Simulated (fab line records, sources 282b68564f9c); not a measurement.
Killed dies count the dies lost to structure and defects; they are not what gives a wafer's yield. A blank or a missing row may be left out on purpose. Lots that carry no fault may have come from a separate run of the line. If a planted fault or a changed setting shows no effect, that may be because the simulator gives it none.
A struck lot beside a sound one + flow rit_cmos + 19 out of 202 route steps
Sound: the wafers L705.1, L705.3, L705.5. Wafers struck: L715.1, L715.2, L715.4. At the end, the cause is stated.
Per side, at each step with rows, come the tool, then ch with its chambers, and then its first start. Under that, the readings that differ: sound wafers + struck wafers + difference of the means + sigmas: that difference in standard deviations of wafers without a fault.
alike: a reading whose means differ by less than 2 such deviations, as well as words and numbers matching on both sides. not compared: withheld readings; readings where some wafer has no value; bounds like >300 that might hide an equal value; numbers whose values overlap and for which the record gives no deviation.
A row with sigmas, a row that says differs or no value, or rows on one side alone: a step with any of these is where the two part. When numbers do not overlap yet have no deviation, they are printed without sigmas and do not part them. A reading missing from all wafers of one side parts the sides only when that side holds two or more wafers.

first, 1 step without rows for these wafers: RIT_GATE_CLEAN_04 (cleans in dHF, time 60 s).
RIT_FOX2_THK_MEAS_91:
  sound: film_metro-04 at day 2 15:56; struck: film_metro-01 at day 4 21:40
  alike: FIELD_OXIDE_LEFT_2_THK
then, 2 steps without rows for these wafers: RIT_GATE_OXIDATION_05 (target thk 3 nm, ox time 270 s); RIT_GATE_ANNEAL_06 (time 600 s).
RIT_GATE_THK_MEAS_07:
  sound: film_metro-04 at day 2 18:02; struck: film_metro-03 at day 5 03:58
  alike: GATE_OXIDE_THK
then, 1 step without rows for these wafers: RIT_GATE_CVD_08 (deposits poly-Si from SiH4, target thk 250 nm, time 2220 s).
RIT_GATE_THK_MEAS_09:
  sound: film_metro-04 at day 2 20:32; struck: film_metro-04 at day 5 05:38
  alike: GATE_POLY_THK
then, 5 steps without rows for these wafers: RIT_GATE_HMDS_10 (prime time 60 s); RIT_GATE_COAT_11 (resist thk 833.8 nm); RIT_GATE_SOFTBAKE_12 (time 60 s); RIT_GATE_EXPOSE_13 (exposes mask M6, target cd 150 nm); RIT_GATE_PEB_14.
RIT_GATE_DEVELOP_15: develop time 50 s.
  sound on litho_track-01 ch 0, day 2 21:00; struck on litho_track-01 ch 0, day 5 06:00
RIT_GATE_CD_MEAS_16: target cd 150 nm.
  sound: cd_sem-01 at day 2 22:46; struck: cd_sem-02 at day 5 06:44
| reading    | sound             | struck            | difference | sigmas |
|------------|-------------------|-------------------|------------|--------|
| cd_nm (nm) | 147.8 151.1 150.3 | 143.7 144.0 146.0 | -5.2       | -2     |
RIT_GATE_OVL_MEAS_17:
  sound: overlay-01 at day 2 22:53; struck: overlay-01 at day 5 06:52
  alike: GATE_OVL
then, 1 step without rows for these wafers: RIT_GATE_HARDBAKE_18 (time 60 s).
RIT_GATE_ETCH_19: etches poly-Si in SF6/CHF3/O2, stops on SiO2, time 165 s, target depth 312.5 nm.
  sound on rie_si-02 ch 1,2, day 2 23:05; struck on rie_si-02 ch 1,2, day 5 07:04
| reading               | sound             | struck          | difference | sigmas |
|-----------------------|-------------------|-----------------|------------|--------|
| model.GATE.cd_nm (nm) | 147.3 150.6 150.2 | 144 144.3 145.7 | -5         |        |
  alike: drypump_motor_current_A, oes_product_au, throttle_valve_pct
  not compared: rf_hours_counter_h
RIT_GATE_STRIP_20: strips in O2, time 180 s.
  sound on plasma_asher-02 ch 0,1, day 2 23:11; struck on plasma_asher-03 ch 0,1, day 5 07:10
  alike: drypump_motor_current_A
  not compared: rf_hours_counter_h
RIT_M1_PROBE_99:
  sound: prober-01 at day 3 18:39; struck: prober-01 at day 6 02:56
| reading                            | sound             | struck            | difference | sigmas |
|------------------------------------|-------------------|-------------------|------------|--------|
| model.etest.pmos_0p3.r_on_ohm_um   | 6412 6306 6383    | 6213 6215 6299    | -125       |        |
| model.etest.nmos_0p15.r_on_ohm_um  | 1135 1138 1157    | 1064 1048 1115    | -68        |        |
| model.etest.nmos_0p3.r_on_ohm_um   | 2188 2157 2203    | 2060 2074 2107    | -102       |        |
| model.etest.nmos_0p15.drive_ua_um  | 464.2 459.6 455.9 | 500.8 496.8 494.8 | +37.6      |        |
| model.etest.npoly_line.line_ohm_um | 167 160.7 162.5   | 175.3 173.8 172   | +10.3      |        |
  alike: killed_at_front_end, killed_dies, killed_open, killed_short
  not compared: model.etest.pmos_turned.r_on_ohm_um, model.etest.pmos_0p15.r_on_ohm_um, model.etest.pmos_0p15.drive_ua_um

## WHERE THEY PART
Within this record, at RIT_GATE_CD_MEAS_16 only. Later steps at which nothing parts them and some readings are alike: RIT_GATE_OVL_MEAS_17, RIT_GATE_ETCH_19, RIT_GATE_STRIP_20, RIT_M1_PROBE_99.

WHY: what the simulator had put in
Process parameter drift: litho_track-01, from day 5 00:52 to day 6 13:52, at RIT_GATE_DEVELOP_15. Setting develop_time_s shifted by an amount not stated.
